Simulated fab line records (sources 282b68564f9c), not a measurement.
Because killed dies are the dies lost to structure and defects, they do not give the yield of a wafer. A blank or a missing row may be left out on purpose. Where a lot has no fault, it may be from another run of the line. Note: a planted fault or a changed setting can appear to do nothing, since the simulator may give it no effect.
fab line records | flow rit-cmos
[record] lots = 5 wafers = 15 last-day = 7
route steps=202 shown GATE@79 FOX2@80 M1@202
lots that met no fault: taken from a fault-free run of the same line
start-h: hours from the record's opening day to when the first of the lot's shown wafers began | wait-h: hours elapsed since this lot's preceding step | " identical to the entry in the row above | L1.1+2: a single row standing in for several wafers | - no value, or no start given | * or withheld: withheld | < > ~ a bound
route shown NAME@n: names a module that has steps shown in the file, with the first one's number in the route | usual: mean and standard deviation over wafers with no fault | same: alike in all rows | chamber/n: place in a boat | sites: each site's reading | _std_site: their standard deviation | _edge_site: the outer-site mean with the inner-site mean subtracted | radius-mm: how far each site lies from the wafer's centre | mask NAME#n: copy n | behind: the most recent tool/chamber to have shaped the wafer | hold: what put the lot on hold/how long, in hours/how the hold closed | device: the transistor (n, p or np) that didn't switch | end of line: tests of these same wafers at the route's end | a step without rows: its recipe alone | killed: at the first sort, the dies lost to defects and structure; wafer yield is something else | map: per-die view of a wafer (x killed, . not killed, _ where there is no die)
set.NAME: the setting as run; set.NAME@STEP: as run at that earlier step | model.NAME: the simulator's own value behind a step, which no gauge read
lots at some steps of the route; a table a step, a row a wafer
services: the hour from which a tool's chamber was out of use, counted from the record's first day as start-h (under 0 if before that day), plus the number of hours and why
[[steps]]
[step RIT_GATE_CLEAN_04]
[recipe] chemistry = dHF dilution = 50:1 time-s = 60 dry = n2-spin
[step RIT_FOX2_THK_MEAS_91]
[recipe] reads = SiO2_of_FOX2_OXIDATION_00
[usual] FIELD_OXIDE_LEFT_2_THK = 255/6.5
// columns lot.wafer tool chamber start-h wait-h FIELD_OXIDE_LEFT_2_THK[nm]
L705.1 film-metro-04 - 39.93 0.0 256
L705.3 " - " " 254
L705.5 " - " " 248
L710.1 film-metro-03 - 66.32 0.0 256
L710.5 " - " " 259
L710.6 " - " " 253
L715.1 film-metro-01 - 93.66 0.0 259
L715.2 " - " " 260
L715.4 " - " " 264
L717.4 film-metro-04 - 102.20 0.0 246
L717.5 " - " " 250
L717.6 " - " " 242
L722.1 film-metro-03 - 126.29 0.0 259
L722.2 " - " " 261
L722.3 " - " " 260
[step RIT_GATE_OXIDATION_05]
[recipe] temp-c = 900 ambient = O2 target-thk-a = 30 ox-time-s = 270
[step RIT_GATE_ANNEAL_06]
[recipe] temp-c = 900 time-s = 600 ambient = N2O
[step RIT_GATE_THK_MEAS_07]
[recipe] reads = SiO2_of_GATE_OXIDATION_05
[usual] GATE_OXIDE_THK = 3.02/0.062
// columns lot.wafer tool chamber start-h wait-h GATE_OXIDE_THK[nm]
L705.1 film-metro-04 - 42.04 0.0 3.10
L705.3 " - " " 3.05
L705.5 " - " " 3.06
L710.1 film-metro-01 - 69.43 0.0 3.11
L710.5 " - " " 3.07
L710.6 " - " " 3.04
L715.1 film-metro-03 - 99.96 0.0 3.00
L715.2 " - " " 3.09
L715.4 " - " " 3.06
L717.4 film-metro-01 - 103.58 0.0 2.90
L717.5 " - " " 2.86
L717.6 " - " " 2.91
L722.1 film-metro-01 - 127.68 0.0 2.94
L722.2 " - " " 3.07
L722.3 " - " " 3.08
[step RIT_GATE_CVD_08]
[recipe] material = poly-Si target-thk-nm = 250 temp-c = 610 precursor = SiH4 time-s = 2220 pressure-mtorr = 300 sih4-flow-sccm = 100
[step RIT_GATE_THK_MEAS_09]
[recipe] reads = poly-Si_of_GATE_CVD_08
[usual] GATE_POLY_THK = 249.4/2.3
// columns lot.wafer tool chamber start-h wait-h GATE_POLY_THK[nm]
L705.1 film-metro-04 - 44.53 0.0 252.3
L705.3 " - " " 250.3
L705.5 " - " " 249.1
L710.1 film-metro-04 - 71.10 0.0 251.1
L710.5 " - " " 251.0
L710.6 " - " " 250.4
L715.1 film-metro-04 - 101.63 0.0 250.5
L715.2 " - " " 250.1
L715.4 " - " " 246.3
L717.4 film-metro-04 - 105.37 0.0 247.2
L717.5 " - " " 246.5
L717.6 " - " " 249.4
L722.1 film-metro-04 - 130.16 0.0 250.9
L722.2 " - " " 253.2
L722.3 " - " " 250.7
[step RIT_GATE_HMDS_10]
[recipe] prime-time-s = 60 prime-temp-c = 140
[step RIT_GATE_COAT_11]
[recipe] resist = NOVOLAK spin-rpm = 4250 resist-thk-nm = 833.8
[step RIT_GATE_SOFTBAKE_12]
[recipe] resist = NOVOLAK temp-c = 90 time-s = 60
[step RIT_GATE_EXPOSE_13]
[recipe] mask-id = M6 na = 0.6 source-shape = conventional sigma-outer = 0.6 target-cd-nm = 150 dose-mj = 380
[step RIT_GATE_PEB_14]
[recipe] resist = NOVOLAK temp-c = withheld time-s = withheld
[step RIT_GATE_DEVELOP_15]
[recipe] resist = NOVOLAK develop-time-s = 50 dev-temp-c = 23
// columns lot.wafer tool chamber start-h wait-h
L705.1+3+5 litho-track-01 0 45 -
L710.1+5+6 litho-track-03 0 72 -
L715.1+2+4 litho-track-01 0 102 -
L717.4+5+6 litho-track-03 0 106 -
L722.1+2+3 litho-track-03 0 131 -
[step RIT_GATE_CD_MEAS_16]
[recipe] target-cd-nm = 150
[usual] cd-nm = 149.8/2.1
// columns lot.wafer tool chamber start-h wait-h cd-nm
L705.1 cd-sem-01 - 46.77 - 147.8
L705.3 " - " " 151.1
L705.5 " - " " 150.3
L710.1 cd-sem-02 - 72.23 - 150.0
L710.5 " - " " 146.4
L710.6 " - " " 148.8
L715.1 cd-sem-02 - 102.74 - 143.7
L715.2 " - " " 144.0
L715.4 " - " " 146.0
L717.4 cd-sem-02 - 106.46 - 151.1
L717.5 " - " " 150.6
L717.6 " - " " 151.0
L722.1 cd-sem-01 - 131.20 - 152.5
L722.2 " - " " 150.4
L722.3 " - " " 151.0
[step RIT_GATE_OVL_MEAS_17]
[usual] GATE_OVL = 0.0/1.6
// columns lot.wafer tool chamber start-h wait-h GATE_OVL[nm]
L705.1 overlay-01 - 46.89 0.1 2.0
L705.3 " - " " 1.9
L705.5 " - " " -0.3
L710.1 overlay-02 - 72.35 0.1 1.0
L710.5 " - " " 0.8
L710.6 " - " " -0.6
L715.1 overlay-01 - 102.86 0.1 2.4
L715.2 " - " " 1.1
L715.4 " - " " 4.1
L717.4 overlay-02 - 106.54 0.1 -0.6
L717.5 " - " " -1.0
L717.6 " - " " -0.6
L722.1 overlay-02 - 131.32 0.1 -1.3
L722.2 " - " " -2.0
L722.3 " - " " -3.7
[step RIT_GATE_HARDBAKE_18]
[recipe] resist = NOVOLAK temp-c = 140 time-s = 60
[step RIT_GATE_ETCH_19]
[recipe] chemistry = SF6/CHF3/O2 time-s = 165 SF6_flow_sccm = 30 CHF3_flow_sccm = 30 O2_flow_sccm = 5 target = poly-Si pressure-mtorr = 40 rf-w = 160 target-depth-a = 3125 over-etch-frac = 0.2744 stop-on = SiO2
[usual] drypump-motor-current-A = 5.9/0.42 oes-product-au = 0.840/0.011 throttle-valve-pct = 10.28/0.14
// columns lot.wafer tool chamber start-h wait-h drypump-motor-current-A oes-product-au rf-hours-counter-h throttle-valve-pct model.GATE.cd-nm
L705.1 rie-si-02 1 47.08 0.1 5.8 0.837 146 10.38 147.3
L705.3 " 2 " " 6.4 0.831 2 10.23 150.6
L705.5 " 1 " " 5.8 0.834 - 10.39 150.2
L710.1 rie-si-02 0 72.53 0.1 5.9 0.860 58 10.17 149.6
L710.5 " 1 " " 5.8 0.835 - 10.39 146.4
L710.6 " 2 " " 6.4 0.831 - 10.23 148.3
L715.1 rie-si-02 2 103.06 0.1 6.4 0.829 2 10.22 144
L715.2 " 1 " " 5.8 0.835 147 10.38 144.3
L715.4 " 1 " " 5.8 0.823 - 10.39 145.7
L717.4 rie-si-02 1 106.76 0.1 5.8 0.831 - 10.39 150.9
L717.5 " 0 " " 5.8 0.856 - 10.19 150.9
L717.6 " 2 " " 6.4 0.829 - 10.21 150.7
L722.1 rie-si-01 1 131.50 0.1 5.6 0.862 68 10.13 152.2
L722.2 " 0 " " 5.6 0.843 1 10.57 150.3
L722.3 " 2 " " 6.5 0.841 4 10.17 150.7
[step RIT_GATE_STRIP_20]
[recipe] chemistry = O2 time-s = 180 resist = NOVOLAK platen-temp-c = withheld power-w = 500 pressure-mtorr = 4000 o2-flow-sccm = 4000
[usual] drypump-motor-current-A = 5.62/0.24
// columns lot.wafer tool chamber start-h wait-h drypump-motor-current-A rf-hours-counter-h
L705.1 plasma-asher-02 0 47.19 0.1 5.11 25
L705.3 " 0 " " 5.12 -
L705.5 " 1 " " 5.69 -
L710.1 plasma-asher-04 1 72.64 0.1 5.69 44
L710.5 " 1 " " 5.68 -
L710.6 " 0 " " 5.93 -
L715.1 plasma-asher-03 0 103.17 0.1 5.52 45
L715.2 " 1 " " 5.65 45
L715.4 " 0 " " 5.52 -
L717.4 plasma-asher-03 0 106.88 0.1 5.54 -
L717.5 " 0 " " 5.57 -
L717.6 " 1 " " 5.64 -
L722.1 plasma-asher-04 0 131.61 0.1 5.94 50
L722.2 " 1 " " 5.69 50
L722.3 " 0 " " 5.93 -
[step RIT_M1_PROBE_99]
[usual] killed-at-front-end = 6/3.1 killed-dies = 6/3.1 killed-open = 3.2/1.9 killed-short = 3.2/2.1
[same] gross-dies = 264 killed_at_M0_to_M3 = 0 killed_at_M4_up = 0 killed-at-back-side = 0 killed-at-contacts = 0 killed-at-other = 0
// columns lot.wafer tool chamber start-h wait-h killed-at-front-end killed-dies killed-open killed-short model.etest.pmos_0p3.r-on-ohm-um model.etest.pmos-turned.r-on-ohm-um model.etest.pmos_0p15.r-on-ohm-um model.etest.nmos_0p15.r-on-ohm-um model.etest.nmos_0p3.r-on-ohm-um model.etest.nmos_0p15.drive-ua-um model.etest.pmos_0p15.drive-ua-um model.etest.npoly-line.line-ohm-um
L705.1 prober-01 - 66.65 0.1 10 10 2 8 6412 3400 2702 1135 2188 464.2 257.8 167
L705.3 prober-01 - 66.75 0.2 8 8 6 2 6306 3396 2754 1138 2157 459.6 256.6 160.7
L705.5 prober-01 - 66.85 0.2 11 11 7 4 6383 3432 2788 1157 2203 455.9 253.1 162.5
L710.1 prober-01 - 93.81 0.1 4 4 0 4 6303 3307 2661 1090 2151 471.2 260.2 164.7
L710.5 prober-01 - 94.01 0.2 6 6 3 3 6158 3240 2621 1088 2138 487.8 273.2 171.1
L710.6 prober-01 - 94.06 0.2 3 3 0 3 6170 3265 2625 1091 2102 483.9 267.5 167.2
L715.1 prober-01 - 122.93 0.1 7 7 2 5 6213 3436 2703 1064 2060 500.8 262.1 175.3
L715.2 prober-01 - 122.98 0.1 11 11 4 7 6215 3371 2688 1048 2074 496.8 262 173.8
L715.4 prober-01 - 123.08 0.2 9 9 1 7 6299 3532 2811 1115 2107 494.8 252.9 172
L717.4 prober-01 - 158.89 0.2 4 4 2 2 5996 3230 2638 1167 2108 485.3 274.3 158.5
L717.5 prober-01 - 158.94 0.2 5 5 2 3 6059 3231 2636 1124 2097 482.2 269.5 160.4
L717.6 prober-01 - 158.99 0.2 8 8 5 3 6133 3288 2655 1148 2109 478.5 269.9 159.8
L722.1 prober-01 - 159.64 0.8 3 3 1 2 6317 3580 2881 1152 2160 475.9 248 157.4
L722.2 prober-01 - 159.69 0.8 3 3 3 0 6383 3551 2838 1118 2154 471.1 248.3 163.3
L722.3 prober-01 - 159.74 0.8 9 9 4 5 6508 3552 2883 1150 2178 464.3 244.1 160.4
// killed by level:class
L705.1 SILICIDE:geometric-particle:short=3 GATE:geometric-particle:short=2 FOX1:geometric-particle:open=1 FOX1:geometric-particle:short=1 FOX2:geometric-particle:short=1 GATE:geometric-particle:open=1 SPACER:geometric-particle:short=1
L705.3 FOX1:geometric-particle:open=2 SILICIDE:geometric-particle:open=2 FOX2:geometric-particle:open=1 FOX2:geometric-particle:short=1 GATE:geometric-particle:short=1 REOX:geometric-particle:open=1
L705.5 FOX1:geometric-particle:short=3 GATE:geometric-particle:open=3 REOX:geometric-particle:open=2 FOX2:geometric-particle:open=1 GATE:geometric-particle:short=1 SPACER:geometric-particle:open=1
L710.1 GATE:geometric-particle:short=2 FOX2:geometric-particle:short=1 REOX:geometric-particle:short=1
L710.5 GATE:geometric-particle:short=2 REOX:geometric-particle:open=2 FOX1:geometric-particle:short=1 SILICIDE:geometric-particle:open=1
L710.6 ACTIVE:geometric-particle:short=1 GATE:geometric-particle:short=1 SILICIDE:geometric-particle:short=1
L715.1 SILICIDE:geometric-particle:short=3 REOX:geometric-particle:open=1 REOX:geometric-particle:short=1 SPACER:geometric-particle:short=1 SILICIDE:geometric-particle:open=1
L715.2 GATE:geometric-particle:short=4 FOX1:geometric-particle:short=2 GATE:geometric-particle:open=2 FOX1:geometric-particle:open=1 FOX2:geometric-particle:short=1 SILICIDE:geometric-particle:open=1
L715.4 REOX:geometric-particle:short=3 GATE:geometric-particle:short=2 SPACER:geometric-particle:short=2 GATE:geometric-particle:open=1 PLDD:coat-microbubble-printed=1
L717.4 FOX1:geometric-particle:short=1 FOX2:geometric-particle:open=1 SILICIDE:geometric-particle:open=1 SILICIDE:geometric-particle:short=1
L717.5 FOX1:geometric-particle:open=1 GATE:geometric-particle:short=1 GATE:geometric-particle:open=1 SPACER:geometric-particle:short=1 SILICIDE:geometric-particle:short=1
L717.6 FOX1:geometric-particle:open=2 GATE:geometric-particle:short=2 GATE:geometric-particle:open=2 FOX2:geometric-particle:short=1 SPACER:geometric-particle:open=1
L722.1 FOX1:geometric-particle:short=1 GATE:geometric-particle:open=1 SILICIDE:geometric-particle:short=1
L722.2 GATE:geometric-particle:open=2 FOX1:geometric-particle:open=1
L722.3 GATE:geometric-particle:short=2 REOX:geometric-particle:open=2 REOX:geometric-particle:short=2 FOX1:geometric-particle:short=1 FOX2:geometric-particle:open=1 SILICIDE:geometric-particle:open=1
[[services]]
// columns tool chamber start-h hours kind
plasma-asher-03 - 44.25 10.6 repair
plasma-asher-02 - 48.76 7.4 repair
rie-si-02 3 76.72 - clean
rie-si-02 3 76.72 33.0 scheduled-down
rie-si-02 3 76.72 33.0 vent-cycle
rie-si-02 - 80.75 0.7 repair
rie-si-01 0 80.95 7.0 repair
plasma-asher-02 - 97.46 1.3 repair
plasma-asher-03 - 108.75 9.0 pm
plasma-asher-03 0 108.75 9.0 vent-cycle
plasma-asher-03 1 108.75 9.0 vent-cycle
rie-si-01 3 110.41 - clean
rie-si-01 3 110.41 23.3 scheduled-down
rie-si-01 3 110.41 23.3 vent-cycle
plasma-asher-03 0 117.75 - clean
plasma-asher-03 1 117.75 - clean
plasma-asher-04 - 125.17 1.5 repair
rie-si-02 1 126.92 - clean
rie-si-02 1 126.92 25.0 scheduled-down
rie-si-02 1 126.92 25.0 vent-cycle
[[key]]
[first-sign] step = RIT_GATE_CD_MEAS_16 reading = cd-nm direction = down sigmas = 2.5 usual = 149.8 struck = 144.6
effect none on later readings
[model-effect] step = RIT_GATE_ETCH_19 value = GATE.cd-nm without = 153.5 struck = 144.7
[model-effect] step = RIT_M1_PROBE_99 value = etest.pmos_0p3.r-on-ohm-um without = 6450 struck = 6242
met-at RIT_GATE_DEVELOP_15
struck-wafers L715.1,L715.2,L715.4
tester-left-out L715
onset-between 45 102
[fault] kind = process-parameter-drift tool = litho-track-01 chamber = - onset-h = 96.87 steps = RIT_GATE_DEVELOP_15 channel = develop-time-s offset = * shape = step end-h = 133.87 acts-in = * stated = *
// tester-left-out: of these lots the tester's yield and bins aren't shown, on N5 and GAA mostly nor the transistor test; their killed dies are dies lost to structure and defects alone, not to doping, threshold or leakage, so they don't give the yield
